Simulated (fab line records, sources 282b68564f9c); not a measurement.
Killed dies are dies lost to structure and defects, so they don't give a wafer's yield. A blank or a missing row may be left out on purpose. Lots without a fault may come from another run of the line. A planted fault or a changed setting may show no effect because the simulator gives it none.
Chamber matching | flow rit_cmos | RIT_CONTACT_CVD_00 on pecvd-03: 3 sister chambers
The step deposits SiO2 from TEOS, target thk 400 nm, time 61 s. 14 wafers are shown with their chamber, then 7 later ones without.

WAFERS WITH THEIR CHAMBER
wafer  | chamber | heater_power_w (W)
L671.1 | 1       | 301
L671.2 | 2       | 416
L671.4 | 0       | 324
L674.1 | 1       | 307
L674.3 | 0       | 284
L674.6 | 2       | 444
L677.3 | 2       | 423
L677.5 | 1       | 290
L677.6 | 0       | 304
L680.1 | 2       | 408
L680.2 | 1       | 254
L680.5 | 2       | 435
L689.1 | 0       | 326
L689.4 | 0       | 239

SIGNATURES (means of the wafers above)
reading        | chamber 0 | chamber 1 | chamber 2 | scatter within a chamber
heater_power_w | 295.40    | 288.00    | 425.20    | 26.4
Rule: a wafer's distance from a chamber is the root of the sum, over the readings, of the square of ((its reading less the chamber's mean) divided by the reading's scatter). The wafer belongs to the nearest chamber; if the next one is less than 2 further off, it can't be placed. The scatter: the root of (the sum of the squares of (reading less its chamber's mean) over the shown wafers, divided by (wafers less chambers)).

WAFERS WITHOUT THEIR CHAMBER
wafer  | heater_power_w (W)
L689.5 | 268
L691.1 | 287
L691.5 | 297
L691.6 | 312
L693.2 | 439
L693.4 | 301
L693.5 | 448

WHICH CHAMBER EACH WENT THROUGH
wafer  | from the rows above     | in truth
L689.5 | can't be placed: 1 or 0 | 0
L691.1 | can't be placed: 1 or 0 | 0
L691.5 | can't be placed: 0 or 1 | 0
L691.6 | can't be placed: 0 or 1 | 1
L693.2 | 2                       | 2
L693.4 | can't be placed: 0 or 1 | 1
L693.5 | 2                       | 2
Placed correctly: 2 of 7. Can't be placed from these rows: 5 (the true chamber is among the candidates in 5). Placed wrongly: 0.
